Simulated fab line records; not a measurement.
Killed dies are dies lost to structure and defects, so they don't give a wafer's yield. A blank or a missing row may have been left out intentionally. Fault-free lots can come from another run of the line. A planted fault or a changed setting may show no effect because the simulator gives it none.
The tool behind it: which one? ; flow berkeley-cmos170 ; Sampling: 15 lots, 45 wafers, 2 of 331 route steps

WHAT THE GAUGES READ, wafer by wafer
UCB170_M3_THK_MEAS_03: measures by xrf.
lot;measured;on;M3_AL_THK (nm)
L517;day 7 12:16;film-metro-02;911 898 897
L519;day 8 10:58;film-metro-04;875 884 880
L520;day 8 23:35;film-metro-02;880 901 887
L521;day 9 00:40;film-metro-04;892 903 890
L522;day 9 00:12;film-metro-03;891 902 894
L523;day 9 08:01;film-metro-02;916 895 912
L524;day 9 12:35;film-metro-04;885 868 902
L525;day 9 15:37;film-metro-04;893 888 902
L526;day 9 19:25;film-metro-02;909 913 901
L528;day 10 10:34;film-metro-03;905 900 905
L529;day 10 10:41;film-metro-02;895 908 908
L534;day 11 08:45;film-metro-04;884 899 892
L535;day 11 16:13;film-metro-04;864 900 889
L538;day 12 12:02;film-metro-03;883 887 887
L539;day 12 12:22;film-metro-02;899 910 911

WHICH TOOL RAN EACH LOT (tool, then ch and the chambers of the sampled wafers, then the start)
lot;UCB170_CONTACT_ETCH_18
L517;rie-diel-03 ch 0,3, day 6 16:00
L519;rie-diel-01 ch 1,2,3, day 7 17:00
L520;rie-diel-03 ch 0,1,3, day 8 06:00
L521;rie-diel-02 ch 1,3, day 8 07:00
L522;rie-diel-02 ch 1,3, day 8 08:00
L523;rie-diel-01 ch 1,3, day 8 15:00
L524;rie-diel-02 ch 0,3, day 8 16:00
L525;rie-diel-01 ch 1,2,3, day 9 01:00
L526;rie-diel-03 ch 0,1, day 9 02:00
L528;rie-diel-01 ch 0,1, day 9 16:00
L529;rie-diel-02 ch 1,3, day 9 16:00
L534;rie-diel-02 ch 1,3, day 10 17:00
L535;rie-diel-02 ch 0,1,3, day 10 20:00
L538;rie-diel-02 ch 0,1,3, day 11 20:00
L539;rie-diel-03 ch 2,3, day 11 20:00
- UCB170_CONTACT_ETCH_18: etches PSG in CHF3/CF4/Ar, stops on TiSi2, target depth 840 nm, time 195 s.

AS READ BY THE TOOLS THEMSELVES (means over the sampled wafers that have a number; for cases with no such wafer, the mark the record gives instead)
UCB170_CONTACT_ETCH_18.
lot;tool;CHF3_flow_sccm (sccm);drypump-motor-current-A (A);oes-product-au (a.u.);throttle-valve-pct (%)
L517;rie-diel-03;45.17;5.4;0.887;7.01
L519;rie-diel-01;45.15;5.8;0.888;6.81
L520;rie-diel-03;44.93;5.7;0.899;7.01
L521;rie-diel-02;45.00;6.1;0.887;6.90
L522;rie-diel-02;44.99;6.1;0.889;6.91
L523;rie-diel-01;45.03;5.9;0.877;6.73
L524;rie-diel-02;45.00;6.1;0.890;6.84
L525;rie-diel-01;45.14;5.8;0.883;6.81
L526;rie-diel-03;44.87;6.1;0.900;7.01
L528;rie-diel-01;44.86;6.6;0.902;6.71
L529;rie-diel-02;45.03;5.6;0.879;6.98
L534;rie-diel-02;45.10;5.6;0.883;6.97
L535;rie-diel-02;44.92;5.6;0.896;6.91
L538;rie-diel-02;44.83;5.6;0.893;6.90
L539;rie-diel-03;45.10;5.5;0.901;6.94

THE ANSWER, worked out from the rows above alone
Rule: the lots themselves supply what counts as usual. The widest of any qualifying gaps counts: lots, ordered by their means at a reading, are off when they make up no more than a third of the lots, leave a main group of 4 or more, and stand apart from it by 3 or more times the standard deviation of that group's means. A main group is skipped when, at the precision printed for the reading in the tables above, its means are all equal. Also off: a lot with no number at a reading for which 4 or more lots have one. The other lots that the step has rows for count as sound. First the gauges in route order, then the tools' own readings, where a lot's mean is used as printed above. At the first step where some lot is off, the reading lying furthest off is the one used; lots without a number count as furthest.
Nothing can be told from this: no lot is off at any reading shown.

WHAT WAS PUT IN BY THE SIMULATOR
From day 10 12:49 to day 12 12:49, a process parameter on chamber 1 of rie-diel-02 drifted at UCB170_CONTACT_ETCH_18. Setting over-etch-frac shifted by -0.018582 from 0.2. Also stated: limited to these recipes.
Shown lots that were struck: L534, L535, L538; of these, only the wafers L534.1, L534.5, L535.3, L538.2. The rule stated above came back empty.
